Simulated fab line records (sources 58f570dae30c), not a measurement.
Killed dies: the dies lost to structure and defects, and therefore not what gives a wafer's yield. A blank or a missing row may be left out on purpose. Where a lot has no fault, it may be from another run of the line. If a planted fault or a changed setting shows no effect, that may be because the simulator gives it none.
What tool caused it? || flow berkeley cmos170 || 15 lots, 45 wafers sampled, at 2 steps of a route of 331

== WHAT EACH GAUGE READ, for each wafer ==
UCB170_NVT_TW_MEAS_09. Usual: NVT_TW gives 526 (standard deviation 4.6).
{"lot": "L346", "measured": "day 5 21:45", "on": "film metro-02", "NVT_TW": "525 529 525", "flag": ""}
{"lot": "L350", "measured": "day 6 11:26", "on": "film metro-01", "NVT_TW": "529 526 528", "flag": ""}
{"lot": "L349", "measured": "day 6 11:32", "on": "film metro-04", "NVT_TW": "521 520 522", "flag": ""}
{"lot": "L348", "measured": "day 6 11:43", "on": "film metro-02", "NVT_TW": "521 518 522", "flag": ""}
{"lot": "L351", "measured": "day 7 09:31", "on": "film metro-01", "NVT_TW": "527 526 527", "flag": ""}
{"lot": "L355", "measured": "day 7 16:07", "on": "film metro-04", "NVT_TW": "650 646 654", "flag": "OFF"}
{"lot": "L352", "measured": "day 7 15:43", "on": "film metro-04", "NVT_TW": "525 524 525", "flag": ""}
{"lot": "L353", "measured": "day 7 16:01", "on": "film metro-04", "NVT_TW": "522 525 520", "flag": ""}
{"lot": "L354", "measured": "day 7 16:17", "on": "film metro-04", "NVT_TW": "520 522 521", "flag": ""}
{"lot": "L358", "measured": "day 8 10:11", "on": "film metro-01", "NVT_TW": "529 534 532", "flag": ""}
{"lot": "L357", "measured": "day 8 11:10", "on": "film metro-01", "NVT_TW": "533 530 531", "flag": ""}
{"lot": "L363", "measured": "day 9 12:36", "on": "film metro-04", "NVT_TW": "653 650 650", "flag": "OFF"}
{"lot": "L364", "measured": "day 9 19:18", "on": "film metro-02", "NVT_TW": "648 646 649", "flag": "OFF"}
{"lot": "L367", "measured": "day 10 00:49", "on": "film metro-01", "NVT_TW": "533 530 531", "flag": ""}
{"lot": "L365", "measured": "day 10 01:04", "on": "film metro-04", "NVT_TW": "524 522 522", "flag": ""}

== WHICH TOOL RAN EACH LOT (tool, then ch and the chambers of the sampled wafers, then the start) ==
{"lot": "L346", "UCB170_NVT_IMPLANT_07": "implanter-04 ch 0, day 5 21:30"}
{"lot": "L350", "UCB170_NVT_IMPLANT_07": "implanter-04 ch 0, day 6 11:12"}
{"lot": "L349", "UCB170_NVT_IMPLANT_07": "implanter-03 ch 0, day 6 11:17"}
{"lot": "L348", "UCB170_NVT_IMPLANT_07": "implanter-04 ch 0, day 6 11:28"}
{"lot": "L351", "UCB170_NVT_IMPLANT_07": "implanter-02 ch 0, day 7 09:17"}
{"lot": "L355", "UCB170_NVT_IMPLANT_07": "implanter-02 ch 0, day 7 15:22"}
{"lot": "L352", "UCB170_NVT_IMPLANT_07": "implanter-03 ch 0, day 7 15:31"}
{"lot": "L353", "UCB170_NVT_IMPLANT_07": "implanter-04 ch 0, day 7 15:46"}
{"lot": "L354", "UCB170_NVT_IMPLANT_07": "implanter-02 ch 0, day 7 16:04"}
{"lot": "L358", "UCB170_NVT_IMPLANT_07": "implanter-04 ch 0, day 8 09:58"}
{"lot": "L357", "UCB170_NVT_IMPLANT_07": "implanter-04 ch 0, day 8 10:55"}
{"lot": "L363", "UCB170_NVT_IMPLANT_07": "implanter-04 ch 0, day 9 12:04"}
{"lot": "L364", "UCB170_NVT_IMPLANT_07": "implanter-03 ch 0, day 9 18:45"}
{"lot": "L367", "UCB170_NVT_IMPLANT_07": "implanter-04 ch 0, day 10 00:36"}
{"lot": "L365", "UCB170_NVT_IMPLANT_07": "implanter-04 ch 0, day 10 00:50"}
- UCB170_NVT_IMPLANT_07

== WHAT THE TOOLS THEMSELVES READ (means of the sampled wafers that have a number; where no wafer has one, the mark that the record gives instead) ==
UCB170_NVT_IMPLANT_07. Usual: tilt deg 7.000 degrees, standard deviation 0.019.
{"lot": "L346", "tool": "implanter-04", "tilt deg (degrees)": 7.005, "flag": ""}
{"lot": "L350", "tool": "implanter-04", "tilt deg (degrees)": 7.015, "flag": ""}
{"lot": "L349", "tool": "implanter-03", "tilt deg (degrees)": 7.009, "flag": ""}
{"lot": "L348", "tool": "implanter-04", "tilt deg (degrees)": 6.991, "flag": ""}
{"lot": "L351", "tool": "implanter-02", "tilt deg (degrees)": 7.029, "flag": ""}
{"lot": "L355", "tool": "implanter-02", "tilt deg (degrees)": 6.996, "flag": ""}
{"lot": "L352", "tool": "implanter-03", "tilt deg (degrees)": 7.003, "flag": ""}
{"lot": "L353", "tool": "implanter-04", "tilt deg (degrees)": 7.011, "flag": ""}
{"lot": "L354", "tool": "implanter-02", "tilt deg (degrees)": 6.993, "flag": ""}
{"lot": "L358", "tool": "implanter-04", "tilt deg (degrees)": 7.017, "flag": ""}
{"lot": "L357", "tool": "implanter-04", "tilt deg (degrees)": 6.988, "flag": ""}
{"lot": "L363", "tool": "implanter-04", "tilt deg (degrees)": 6.998, "flag": ""}
{"lot": "L364", "tool": "implanter-03", "tilt deg (degrees)": 6.990, "flag": ""}
{"lot": "L367", "tool": "implanter-04", "tilt deg (degrees)": 6.998, "flag": ""}
{"lot": "L365", "tool": "implanter-04", "tilt deg (degrees)": 7.007, "flag": ""}

== THE ANSWER, worked out from the rows above alone ==
Rule: a lot counts as off when the mean over its wafers that have a number is more than 3 standard deviations away from the usual mean. A lot without any number at a reading at which 4 lots or more have one is off too. The other lots that the step has rows for count as sound. Order of review: gauges by route order, followed by the tools' own readings, for which a lot's mean as printed above is used. The first step at which some lot is off is used, and at that step the reading that is off furthest; a lot without a number counts as furthest.
Off: L355, L363, L364, seen at UCB170_NVT_TW_MEAS_09 (NVT_TW).
If a tool, at a process step before that reading, ran all the lots that are off and no sound lot after the first of them, it fits. Those tools and the gauges at UCB170_NVT_TW_MEAS_09 are tried in the same way. Of those tried, none fits.

== WHAT THE SIMULATOR HAD PUT IN ==
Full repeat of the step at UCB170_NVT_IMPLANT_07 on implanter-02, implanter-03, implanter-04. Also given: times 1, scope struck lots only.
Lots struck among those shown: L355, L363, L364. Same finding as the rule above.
